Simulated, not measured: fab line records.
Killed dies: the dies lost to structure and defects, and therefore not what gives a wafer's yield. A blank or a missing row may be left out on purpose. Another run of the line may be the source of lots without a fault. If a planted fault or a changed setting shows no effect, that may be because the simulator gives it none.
fab line records + flow berkeley_cmos170
record:
- lots: 6
- wafers: 18
- last_day: 13
route steps=331 shown GATE@129 M3@331
lots untouched by any fault: they come from a run of this same line in which no faults occurred
start_h: start of the lot's first displayed wafer, in hours after the record's first day + wait_h: how many hours have passed since the lot's step before this one + " the same as in the row above + L1.1+2: a single row standing in for several wafers + - no value, or no start given + * or withheld: withheld + < > ~ a bound
route shown NAME@n: a module of which the file shows steps, and the number in the route of the first + usual: the fault-free wafers' mean and standard deviation + same: alike in all rows + chamber/n: place in a boat + sites: readings site by site + _std_site: how widely they spread, as a standard deviation + _edge_site: the outer-site mean with the inner-site mean subtracted + radius_mm: for every site, how far away it sits from the centre of the wafer + mask NAME#n: copy n + behind: the tool/chamber that last shaped the wafer + hold: why the lot went on hold/how many hours it stayed there/how the hold came to an end + device: whichever transistor did not switch (one of n, p or np) + end of line: at the end of the route, the tests of the same wafers + step lacking rows: just its recipe + killed: at the first sort, the dies lost to defects and structure; wafer yield is something else + map: shows each die of a wafer: x if killed, . if not, _ if none is there
set.NAME: the setting the step ran with; set.NAME@STEP: the setting that earlier step ran with + model.NAME: the simulator's own value behind a step, which no gauge read
a table for each step, a row for each wafer; lots at some steps of the route
services: the hour from which a tool's chamber was out of use, counted from the record's first day as start_h (under 0 if before that day), plus the number of hours and why
== steps ==
step: UCB170_GATE_ANNEAL_03
recipe:
- temp_c: 900
- time_s: 1800
- ambient: N2
step: UCB170_GATE_CVD_04
recipe:
- material: poly-Si
- temp_c: 610
- precursor: SiH4
- time_s: 1440
- pressure_mtorr: 375
- target_thk_nm: 214
- sih4_flow_sccm: 120
step: UCB170_GATE_THK_MEAS_05
recipe:
- reads: poly-Si_of_GATE_CVD_04
usual:
- GATE_POLY_THK: 214.2/2.3
| lot.wafer | tool          | chamber | start_h | wait_h | GATE_POLY_THK[nm] |
|-----------|---------------|---------|---------|--------|-------------------|
| L578.1    | film_metro-02 | -       | 154.93  | 0.1    | 213.9             |
| L578.3    | "             | -       | "       | "      | 214.7             |
| L578.5    | "             | -       | "       | "      | 212.8             |
| L582.2    | film_metro-02 | -       | 164.24  | 0.0    | 214.1             |
| L582.3    | "             | -       | "       | "      | 217.3             |
| L582.6    | "             | -       | "       | "      | 216.6             |
| L587.1    | film_metro-04 | -       | 187.66  | 0.1    | 213.3             |
| L587.3    | "             | -       | "       | "      | 210.9             |
| L587.4    | "             | -       | "       | "      | 211.8             |
| L590.2    | film_metro-01 | -       | 204.66  | 0.0    | 214.6             |
| L590.4    | "             | -       | "       | "      | 214.2             |
| L590.5    | "             | -       | "       | "      | 214.4             |
| L598.1    | film_metro-02 | -       | 258.20  | 0.0    | 214.7             |
| L598.3    | "             | -       | "       | "      | 215.7             |
| L598.5    | "             | -       | "       | "      | 216.4             |
| L600.1    | film_metro-04 | -       | 258.24  | 0.0    | 213.8             |
| L600.2    | "             | -       | "       | "      | 214.9             |
| L600.3    | "             | -       | "       | "      | 215.5             |
step: UCB170_GATE_COAT_06
recipe:
- resist: BARC
- temp_c: withheld
- time_s: withheld
- spin_rpm: 3000
- resist_thk_nm: withheld
step: UCB170_GATE_COAT_07
recipe:
- resist: KrF
- spin_rpm: 1500
- resist_thk_nm: 900
step: UCB170_GATE_SOFTBAKE_08
recipe:
- resist: KrF
- temp_c: 130
- time_s: 60
step: UCB170_GATE_EXPOSE_09
recipe:
- mask_id: POLY
- target_cd_nm: 350
- na: 0.5
- sigma_outer: 0.6
- source_shape: conventional
- dose_mj: 21
step: UCB170_GATE_PEB_10
recipe:
- peb_temp_c: 130
- peb_time_s: withheld
- resist: KrF
step: UCB170_GATE_DEVELOP_11
recipe:
- developer: TMAH
- develop_time_s: 45
- resist: KrF
- dev_temp_c: 21
step: UCB170_GATE_CD_MEAS_12
recipe:
- target_cd_nm: 350
usual:
- cd_nm: 349.9/1.1
| lot.wafer | tool      | chamber | start_h | wait_h | cd_nm |
|-----------|-----------|---------|---------|--------|-------|
| L578.1    | cd_sem-01 | -       | 156.37  | -      | 350.0 |
| L578.3    | "         | -       | "       | "      | 350.1 |
| L578.5    | "         | -       | "       | "      | 349.1 |
| L582.2    | cd_sem-01 | -       | 165.75  | -      | 350.6 |
| L582.3    | "         | -       | "       | "      | 349.7 |
| L582.6    | "         | -       | "       | "      | 349.3 |
| L587.1    | cd_sem-01 | -       | 189.20  | -      | 348.5 |
| L587.3    | "         | -       | "       | "      | 349.3 |
| L587.4    | "         | -       | "       | "      | 350.0 |
| L590.2    | cd_sem-01 | -       | 205.70  | -      | 350.7 |
| L590.4    | "         | -       | "       | "      | 351.1 |
| L590.5    | "         | -       | "       | "      | 351.1 |
| L598.1    | cd_sem-01 | -       | 259.23  | -      | 351.0 |
| L598.3    | "         | -       | "       | "      | 351.3 |
| L598.5    | "         | -       | "       | "      | 348.9 |
| L600.1    | cd_sem-01 | -       | 259.46  | -      | 348.1 |
| L600.2    | "         | -       | "       | "      | 349.1 |
| L600.3    | "         | -       | "       | "      | 349.0 |
step: UCB170_GATE_OVL_MEAS_13
usual:
- GATE_OVL: 1/5.8
| lot.wafer | tool       | chamber | start_h | wait_h | GATE_OVL[nm] |
|-----------|------------|---------|---------|--------|--------------|
| L578.1    | overlay-01 | -       | 156.49  | 0.1    | 8            |
| L578.3    | "          | -       | "       | "      | 2            |
| L578.5    | "          | -       | "       | "      | 0            |
| L582.2    | overlay-02 | -       | 165.86  | 0.1    | 3            |
| L582.3    | "          | -       | "       | "      | -4           |
| L582.6    | "          | -       | "       | "      | -1           |
| L587.1    | overlay-02 | -       | 189.32  | 0.1    | -5           |
| L587.3    | "          | -       | "       | "      | -5           |
| L587.4    | "          | -       | "       | "      | 1            |
| L590.2    | overlay-01 | -       | 205.81  | 0.1    | 10           |
| L590.4    | "          | -       | "       | "      | 6            |
| L590.5    | "          | -       | "       | "      | 7            |
| L598.1    | overlay-02 | -       | 259.35  | 0.1    | -2           |
| L598.3    | "          | -       | "       | "      | -11          |
| L598.5    | "          | -       | "       | "      | 2            |
| L600.1    | overlay-02 | -       | 259.58  | 0.1    | 0            |
| L600.2    | "          | -       | "       | "      | 3            |
| L600.3    | "          | -       | "       | "      | -9           |
step: UCB170_GATE_ETCH_14
recipe:
- chemistry: N2/H2
- target_depth_a: withheld
- overetch_a: withheld
- target: BARC
- time_s: withheld
- source_w: 500
- bias_w: 100
- pressure_mtorr: 30
- n2_flow_sccm: 100
- h2_flow_sccm: 200
usual:
- drypump_motor_current_A: 5.9/0.49
- h2_flow_sccm: 200.0/0.6
- oes_product_au: 1.005/0.015
- throttle_valve_pct: 13.30/0.12
| lot.wafer | tool        | chamber | start_h | wait_h | drypump_motor_current_A | h2_flow_sccm | oes_product_au | throttle_valve_pct |
|-----------|-------------|---------|---------|--------|-------------------------|--------------|----------------|--------------------|
| L578.1    | rie_diel-01 | 1       | 156.53  | 0.0    | 6.1                     | 199.8        | 0.995          | 13.09              |
| L578.3    | "           | 2       | "       | "      | 5.7                     | 199.4        | 0.990          | 13.29              |
| L578.5    | "           | 2       | "       | "      | 5.7                     | 200.7        | 0.975          | 13.29              |
| L582.2    | rie_diel-04 | 0       | 165.89  | 0.0    | 5.6                     | 199.3        | 0.997          | 13.20              |
| L582.3    | "           | 3       | "       | "      | 6.5                     | 200.6        | 1.007          | 13.33              |
| L582.6    | "           | 1       | "       | "      | 5.4                     | 199.7        | 1.034          | 13.28              |
| L587.1    | rie_diel-02 | 2       | 189.36  | 0.0    | 5.6                     | 198.7        | 1.008          | 13.46              |
| L587.3    | "           | 3       | "       | "      | 6.4                     | 200.2        | 1.007          | 13.50              |
| L587.4    | "           | 0       | "       | "      | 5.8                     | 200.1        | 1.021          | 13.42              |
| L590.2    | rie_diel-02 | 3       | 205.84  | 0.0    | 6.5                     | 199.3        | 0.996          | 13.49              |
| L590.4    | "           | 0       | "       | "      | 5.8                     | 200.9        | 1.004          | 13.41              |
| L590.5    | "           | 2       | "       | "      | 5.6                     | 199.5        | 0.998          | 13.46              |
| L598.1    | rie_diel-01 | 1       | 259.39  | 0.0    | 6.2                     | 198.9        | 0.996          | 13.09              |
| L598.3    | "           | 3       | "       | "      | 4.9                     | 201.4        | 1.000          | 13.28              |
| L598.5    | "           | 2       | "       | "      | 5.7                     | 199.7        | 0.980          | 13.30              |
| L600.1    | rie_diel-02 | 2       | 259.62  | 0.0    | 5.6                     | 199.4        | 1.031          | 13.47              |
| L600.2    | "           | 1       | "       | "      | 6.3                     | 200.7        | 0.996          | 13.12              |
| L600.3    | "           | 3       | "       | "      | 6.5                     | 199.9        | 0.996          | 13.49              |
step: UCB170_GATE_ETCH_15
recipe:
- chemistry: HBr/Cl2
- target: poly-Si
- stop_on: SiO2
- over_etch_frac: 0.3
- icp_w: 300
- bias_w: 150
- time_s: 56.3
- pressure_mtorr: 15
- HBr_flow_sccm: 150
- Cl2_flow_sccm: 50
- target_depth_a: 2782
usual:
- drypump_motor_current_A: 5.9/0.57
- oes_product_au: 0.830/0.01
- over_etch_frac: 0.3/0
- throttle_valve_pct: 26.49/0.22
| lot.wafer | tool      | chamber | start_h | wait_h | drypump_motor_current_A | oes_product_au | over_etch_frac | rf_hours_counter_h | throttle_valve_pct | model.KrF_of_GATE_COAT_07.thk_nm |
|-----------|-----------|---------|---------|--------|-------------------------|----------------|----------------|--------------------|--------------------|----------------------------------|
| L578.1    | rie_si-02 | 0       | 156.57  | -      | 6.7                     | 0.830          | 0.3            | 5                  | 26.30              | 773.9                            |
| L578.3    | "         | 2       | "       | "      | 6.7                     | 0.819          | 0.3            | 1                  | 26.55              | 773.6                            |
| L578.5    | "         | 0       | "       | "      | 6.7                     | 0.827          | 0.3            | -                  | 26.29              | 773.5                            |
| L582.2    | rie_si-02 | 0       | 165.93  | -      | 6.7                     | 0.823          | 0.3            | 5                  | 26.29              | 773.9                            |
| L582.3    | "         | 1       | "       | "      | 5.8                     | 0.845          | 0.3            | 2                  | 26.75              | 776.1                            |
| L582.6    | "         | 0       | "       | "      | 6.7                     | 0.835          | 0.3            | -                  | 26.31              | 772.4                            |
| L587.1    | rie_si-02 | 1       | 189.40  | -      | 5.8                     | 0.828          | 0.3            | 2                  | 26.73              | 775.1                            |
| L587.3    | "         | 0       | "       | "      | 6.7                     | 0.821          | 0.3            | 5                  | 26.30              | 771.4                            |
| L587.4    | "         | 2       | "       | "      | 6.7                     | 0.821          | 0.3            | 1                  | 26.53              | 779                              |
| L590.2    | rie_si-01 | 0       | 205.88  | -      | 5.5                     | 0.826          | 0.3            | 1                  | 26.44              | 774.8                            |
| L590.4    | "         | 1       | "       | "      | 6.1                     | 0.841          | 0.3            | 88                 | 26.65              | 775.4                            |
| L590.5    | "         | 1       | "       | "      | 6.1                     | 0.845          | 0.3            | -                  | 26.65              | 774.7                            |
| L598.1    | rie_si-02 | 2       | 259.43  | -      | 6.6                     | 0.945          | 0.06           | 2                  | 26.54              | 801.7                            |
| L598.3    | "         | 0       | "       | "      | 6.7                     | 0.951          | 0.06           | 6                  | 26.32              | 796.7                            |
| L598.5    | "         | 1       | "       | "      | 5.8                     | 0.964          | 0.06           | -                  | 26.73              | 800.1                            |
| L600.1    | rie_si-02 | 2       | 259.66  | -      | 6.6                     | 0.946          | 0.06           | 2                  | 26.56              | 796.7                            |
| L600.2    | "         | 0       | "       | "      | 6.8                     | 0.960          | 0.06           | 6                  | 26.30              | 793.9                            |
| L600.3    | "         | 1       | "       | "      | 5.8                     | 0.974          | 0.06           | 2                  | 26.74              | 794.8                            |
step: UCB170_GATE_STRIP_16
recipe:
- chemistry: O2
- power_w: 400
- pressure_mtorr: 3500
- platen_temp_c: withheld
- o2_flow_sccm: 400
- overash_fraction: 0.5
usual:
- drypump_motor_current_A: 5.7/0.5
- oes_product_au: 0.725/0.0043
| lot.wafer | tool            | chamber | start_h | wait_h | drypump_motor_current_A | oes_product_au | rf_hours_counter_h |
|-----------|-----------------|---------|---------|--------|-------------------------|----------------|--------------------|
| L578.1    | plasma_asher-04 | 0       | 156.62  | 0.0    | 6.2                     | 0.727          | 37                 |
| L578.3    | "               | 1       | "       | "      | 5.4                     | 0.716          | -                  |
| L578.5    | "               | 1       | "       | "      | 5.4                     | 0.726          | -                  |
| L582.2    | plasma_asher-04 | 1       | 165.98  | 0.0    | 5.3                     | 0.725          | 37                 |
| L582.3    | "               | 1       | "       | "      | 5.3                     | 0.725          | -                  |
| L582.6    | "               | 1       | "       | "      | 5.3                     | 0.719          | -                  |
| L587.1    | plasma_asher-04 | 1       | 189.45  | 0.0    | 5.3                     | 0.720          | 41                 |
| L587.3    | "               | 1       | "       | "      | 5.3                     | 0.730          | -                  |
| L587.4    | "               | 0       | "       | "      | 6.2                     | 0.724          | -                  |
| L590.2    | plasma_asher-01 | 1       | 205.93  | 0.0    | 4.9                     | 0.727          | 46                 |
| L590.4    | "               | 0       | "       | "      | 6.2                     | 0.725          | -                  |
| L590.5    | "               | 0       | "       | "      | 6.2                     | 0.724          | -                  |
| L598.1    | plasma_asher-01 | 1       | 259.48  | 0.0    | 4.9                     | 0.712          | 52                 |
| L598.3    | "               | 1       | "       | "      | 4.9                     | 0.724          | -                  |
| L598.5    | "               | 1       | "       | "      | 5.0                     | 0.724          | -                  |
| L600.1    | plasma_asher-02 | 0       | 259.71  | 0.0    | 5.5                     | 0.732          | 54                 |
| L600.2    | "               | 1       | "       | "      | 5.7                     | 0.721          | 54                 |
| L600.3    | "               | 1       | "       | "      | 5.7                     | 0.720          | -                  |
step: UCB170_M3_PROBE_99
| lot.wafer | tool      | chamber | start_h | wait_h | model.etest.pldd.rs_ohm_sq | model.etest.nldd.rs_ohm_sq | model.etest.poly_comb_over_steps.leak_log10_a_um | model.etest.poly_comb_over_steps.over_limit |
|-----------|-----------|---------|---------|--------|----------------------------|----------------------------|--------------------------------------------------|---------------------------------------------|
| L578.1    | prober-02 | -       | 198.72  | 0.1    | 1111                       | 775.6                      | -12.73                                           | 0                                           |
| L578.3    | prober-02 | -       | 198.82  | 0.2    | 1055                       | 780.8                      | -12.63                                           | 0                                           |
| L578.5    | prober-02 | -       | 198.92  | 0.2    | 1126                       | 773                        | -12.8                                            | 0                                           |
| L582.2    | prober-02 | -       | 213.02  | 0.1    | 1141                       | 774                        | -12.86                                           | 0                                           |
| L582.3    | prober-02 | -       | 213.07  | 0.2    | 1128                       | 779.9                      | -12.85                                           | 0                                           |
| L582.6    | prober-02 | -       | 213.22  | 0.2    | 1136                       | 776.8                      | -12.82                                           | 0                                           |
| L587.1    | prober-02 | -       | 233.90  | 0.1    | 1101                       | 769.7                      | -12.92                                           | 0                                           |
| L587.3    | prober-02 | -       | 234.00  | 0.2    | 1039                       | 771.3                      | -12.85                                           | 0                                           |
| L587.4    | prober-02 | -       | 234.05  | 0.2    | 1090                       | 776.3                      | -12.85                                           | 0                                           |
| L590.2    | prober-01 | -       | 248.10  | 0.1    | 1074                       | 779.8                      | -12.73                                           | 0                                           |
| L590.4    | prober-01 | -       | 248.20  | 0.2    | 1123                       | 777.9                      | -12.72                                           | 0                                           |
| L590.5    | prober-01 | -       | 248.25  | 0.2    | 1112                       | 782.7                      | -12.84                                           | 0                                           |
| L598.1    | prober-02 | -       | 297.93  | 0.1    | 1184                       | 789.5                      | -                                                | 1                                           |
| L598.3    | prober-02 | -       | 298.03  | 0.2    | 1155                       | 779.6                      | -5.625                                           | 0                                           |
| L598.5    | prober-02 | -       | 298.13  | 0.2    | 1192                       | 787.8                      | -                                                | 1                                           |
| L600.1    | prober-01 | -       | 299.92  | 0.1    | 1137                       | 790.2                      | -                                                | 1                                           |
| L600.2    | prober-01 | -       | 299.97  | 0.1    | 1150                       | 787.4                      | -4.248                                           | 0                                           |
| L600.3    | prober-01 | -       | 300.02  | 0.2    | 1154                       | 785.4                      | -                                                | 1                                           |
killed by level:class
L578.1 START:geometric_particle:short=1 SPACER:geometric_particle:open=1
L578.3 GATE:geometric_particle:open=2 GATE:geometric_particle:short=1
L578.5 NWELL:geometric_particle:short=1 SILICIDE:geometric_particle:short=1
L582.3 M2:geometric_particle:short=1 V2:geometric_particle:open=1
L582.6 SCREENOX:geometric_particle:short=1 SPACER:geometric_particle:short=1 V1:geometric_particle:open=1 M2:geometric_particle:short=1
L587.3 GATE:geometric_particle:short=1 SILICIDE:geometric_particle:short=1
L587.4 PWELL:geometric_particle:short=1 GATE:geometric_particle:short=1 SPACER:geometric_particle:short=1 V1:geometric_particle:short=1 M3:geometric_particle:short=1
L590.2 START:geometric_particle:short=1 SILICIDE:geometric_particle:short=1 V1:geometric_particle:open=1 M3:geometric_particle:short=1
L590.4 SILICIDE:geometric_particle:short=2 V1:geometric_particle:short=1
L590.5 SILICIDE:geometric_particle:open=1 V1:geometric_particle:short=1
== services ==
| tool            | chamber | start_h | hours | kind           |
|-----------------|---------|---------|-------|----------------|
| plasma_asher-01 | -       | 134.24  | 14.6  | pm             |
| rie_diel-01     | 0       | 137.49  | 6.0   | repair         |
| rie_diel-01     | 2       | 162.83  | 6.9   | repair         |
| rie_diel-02     | 1       | 165.55  | 6.6   | repair         |
| rie_si-02       | -       | 167.47  | 4.0   | repair         |
| rie_si-02       | -       | 177.95  | 0.4   | repair         |
| plasma_asher-02 | -       | 180.40  | 4.5   | repair         |
| rie_diel-02     | 2       | 187.66  | 1.7   | repair         |
| rie_diel-04     | -       | 193.38  | 0.5   | repair         |
| rie_si-02       | -       | 203.72  | 20.0  | repair         |
| rie_diel-02     | 2       | 206.41  | -     | clean          |
| rie_diel-02     | 2       | 206.41  | 13.6  | scheduled_down |
| rie_diel-02     | 2       | 206.41  | 13.6  | vent_cycle     |
| rie_diel-02     | -       | 209.87  | 2.8   | pm             |
| rie_si-02       | 2       | 236.45  | 6.0   | repair         |
| rie_si-01       | 1       | 258.32  | 2.7   | repair         |
== key ==
first_sign:
- step: UCB170_GATE_ETCH_15
- reading: over_etch_frac
- direction: down
- sigmas: 99+
- usual: 0.3
- struck: 0.06
effect:
- step: UCB170_GATE_ETCH_15
- reading: oes_product_au
- direction: up
- sigmas: 12
- usual: 0.830
- struck: 0.957
model_effect:
- step: UCB170_GATE_ETCH_15
- value: KrF_of_GATE_COAT_07.thk_nm
- without: 777.4
- struck: 797.3
model_effect:
- step: UCB170_M3_PROBE_99
- value: etest.pldd.rs_ohm_sq
- without: 1120
- struck: 1162
met_at UCB170_GATE_ETCH_15
struck_wafers L598.1,L598.3,L598.5,L600.1,L600.2,L600.3
sort_left_out L598.1,L598.3,L598.5,L600.1,L600.2,L600.3
tester_left_out L598,L600
onset_between 189.40 259.43
fault:
- kind: process_parameter_drift
- tool: rie_si-02
- chamber: -
- onset_h: 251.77
- steps: UCB170_GATE_ETCH_15
- channel: over_etch_frac
- offset: -0.24
- shape: step
- end_h: 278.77
- stated: 0.3
tester_left_out: of these lots the tester's yield and bins aren't shown, on N5 and GAA mostly nor the transistor test; their killed dies are dies lost to structure and defects alone, not to doping, threshold or leakage, so they don't give the yield
sort_left_out: the simulated sort isn't trusted on such a fault, so these wafers' sort isn't shown, and their yield isn't known
